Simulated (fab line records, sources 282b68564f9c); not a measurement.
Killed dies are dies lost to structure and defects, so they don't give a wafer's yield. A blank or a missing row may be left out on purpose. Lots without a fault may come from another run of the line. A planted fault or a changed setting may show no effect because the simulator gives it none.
A struck lot beside a sound one | flow rit_cmos | 28 steps out of a route of 202
Sound: wafers L872.1, L872.3, L872.5. Struck: wafers L890.1, L890.2, L890.6. The cause comes at the end.
At each step with rows: each side's tool, then ch and its chambers, then its first start. Under that, the readings that differ: sound wafers | struck wafers | difference of the means | sigmas: that difference in standard deviations of wafers without a fault.
alike: readings whose means differ by less than 2 such deviations, and words and numbers that are the same on both sides. not compared: withheld readings, readings that some wafer has no value for, bounds like >300 that may hide the same value, and numbers for which the record gives no deviation and whose values overlap.
The two part at a step that has a row with sigmas, a row that says differs or no value, or rows on one side only. Numbers that don't overlap but have no deviation are shown without sigmas and don't part them. A reading that every wafer of one side lacks parts them only if that side has two wafers or more.

RIT_ACTIVE_BOW_MEAS_00:
  sound on film_metro-02, day 1 10:00; struck on film_metro-04, day 5 04:00
  alike: INCOMING_BOW
RIT_ACTIVE_OXIDATION_01: target thk 46.8 nm, ox time 3360 s.
  sound on furnace-02 ch 0, day 1 10:07; struck on furnace-02 ch 0, day 5 04:18
  reading                                       | sound             | struck            | difference | sigmas
  model.SiO2_of_ACTIVE_OXIDATION_01.thk_nm (nm) | 47.47 47.14 48.31 | 39.67 38.67 39.06 | -8.51      |
RIT_ACTIVE_THK_MEAS_02:
  sound on film_metro-04, day 1 12:03; struck on film_metro-03, day 5 06:14
  reading               | sound          | struck         | difference | sigmas
  ACTIVE_OXIDE_THK (nm) | 47.4 47.1 48.3 | 39.6 38.7 39.0 | -8.5       | -8
then, 1 step without rows for these wafers: RIT_ACTIVE_CVD_03 (deposits Si3N4 from SiH2Cl2/NH3, target thk 150 nm, time 1500 s).
RIT_ACTIVE_THK_MEAS_04:
  sound on film_metro-04, day 1 13:32; struck on film_metro-02, day 5 07:43
  alike: ACTIVE_NITRIDE_THK
then, 6 steps without rows for these wafers: RIT_ACTIVE_HMDS_05 (prime time 60 s); RIT_ACTIVE_COAT_06 (resist thk 1000 nm); RIT_ACTIVE_SOFTBAKE_07 (time 60 s); RIT_ACTIVE_EXPOSE_08 (exposes mask M1, target cd 1400 nm); RIT_ACTIVE_PEB_09; RIT_ACTIVE_DEVELOP_10 (develop time 50 s).
RIT_ACTIVE_CD_MEAS_11: target cd 1400 nm.
  sound on cd_sem-01, day 1 14:46; struck on cd_sem-02, day 5 08:55
  alike: cd_nm
then, 1 step without rows for these wafers: RIT_ACTIVE_HARDBAKE_12 (time 60 s).
RIT_ACTIVE_ETCH_13: etches Si3N4 in SF6, stops on SiO2, time 210 s, target depth 210 nm.
  sound on rie_diel-04 ch 0,1,2, day 1 15:02; struck on rie_diel-04 ch 0,1, day 5 09:11
  alike: drypump_motor_current_A, oes_product_au, throttle_valve_pct
  not compared: rf_hours_counter_h
RIT_ACTIVE_STRIP_14: strips in O2, time 180 s.
  sound on plasma_asher-03 ch 0,1, day 1 15:10; struck on plasma_asher-04 ch 0,1, day 5 09:23
  alike: drypump_motor_current_A
  not compared: rf_hours_counter_h
RIT_ACTIVE_CD_MEAS_90: target cd 1400 nm.
  sound on cd_sem-01, day 1 15:20; struck on cd_sem-02, day 5 09:34
  alike: cd_nm
then, 4 steps without rows for these wafers: RIT_ACTIVE_CLEAN_15 (cleans in SC1, time 600 s); RIT_ACTIVE_CLEAN_16 (cleans in dHF, time 30 s); RIT_ACTIVE_CLEAN_17 (cleans in SC2, time 600 s); RIT_FOX1_OXIDATION_00 (target thk 350.7 nm, ox time 1130 s).
RIT_FOX1_THK_MEAS_01:
  sound on film_metro-03, day 1 17:20; struck on film_metro-01, day 5 11:23
  alike: FOX1_OXIDE_THK
then, 2 steps without rows for these wafers: RIT_FOX1_WET_ETCH_02 (etches SiO2 in BOE, target depth 350 nm, time 390 s); RIT_FOX2_OXIDATION_00 (target thk 350.7 nm, ox time 1130 s).
RIT_FOX2_THK_MEAS_01:
  sound on film_metro-01, day 1 20:08; struck on film_metro-01, day 5 12:53
  alike: FOX2_OXIDE_THK
then, 1 step without rows for these wafers: RIT_FOX2_CLEAN_02 (cleans in dHF, time 180 s).
RIT_FOX2_WET_ETCH_03: etches Si3N4 in H3PO4, target depth 195 nm, time 2700 s.
  sound on wet_bench-02 ch 3, day 1 20:16; struck on wet_bench-04 ch 3, day 5 13:00
  reading                                       | sound             | struck            | difference | sigmas
  model.SiO2_of_ACTIVE_OXIDATION_01.thk_nm (nm) | 42.19 41.94 42.94 | 35.21 34.34 34.67 | -7.62      |
RIT_FOX2_THK_MEAS_90:
  sound on film_metro-01, day 1 21:01; struck on film_metro-01, day 5 13:46
  alike: FIELD_OXIDE_LEFT_1_THK
RIT_M1_PROBE_99:
  sound on prober-01, day 3 10:41; struck on prober-02, day 7 04:23
  reading                             | sound             | struck            | difference | sigmas
  model.etest.nldd.width_nm (nm)      | 3194 3194 3167    | 3280 3282 3262    | +90        |
  model.etest.pldd.width_nm (nm)      | 3184 3181 3176    | 3274 3277 3270    | +93        |
  model.etest.nplus_sal.width_nm (nm) | 3451 3445 3417    | 3492 3527 3538    | +81        |
  model.etest.nmos_narrow.drive_ua_um | 223.1 214.4 214.4 | 252.8 260 252.9   | +37.9      |
  model.etest.pmos_narrow.drive_ua_um | 97.98 94.83 96.39 | 110.3 115.5 110.7 | +15.8      |
  alike: killed_at_contacts, killed_at_front_end, killed_dies, killed_open, killed_short
  not compared: model.etest.pplus_sal.width_nm

WHERE THEY PART
Only at RIT_ACTIVE_THK_MEAS_02, within this record. Later steps at which nothing parts them and some readings are alike: RIT_ACTIVE_THK_MEAS_04, RIT_ACTIVE_CD_MEAS_11, RIT_ACTIVE_ETCH_13, RIT_ACTIVE_STRIP_14, RIT_ACTIVE_CD_MEAS_90, RIT_FOX1_THK_MEAS_01, RIT_FOX2_THK_MEAS_01, RIT_FOX2_THK_MEAS_90, RIT_M1_PROBE_99.

WHY: what the simulator had put in
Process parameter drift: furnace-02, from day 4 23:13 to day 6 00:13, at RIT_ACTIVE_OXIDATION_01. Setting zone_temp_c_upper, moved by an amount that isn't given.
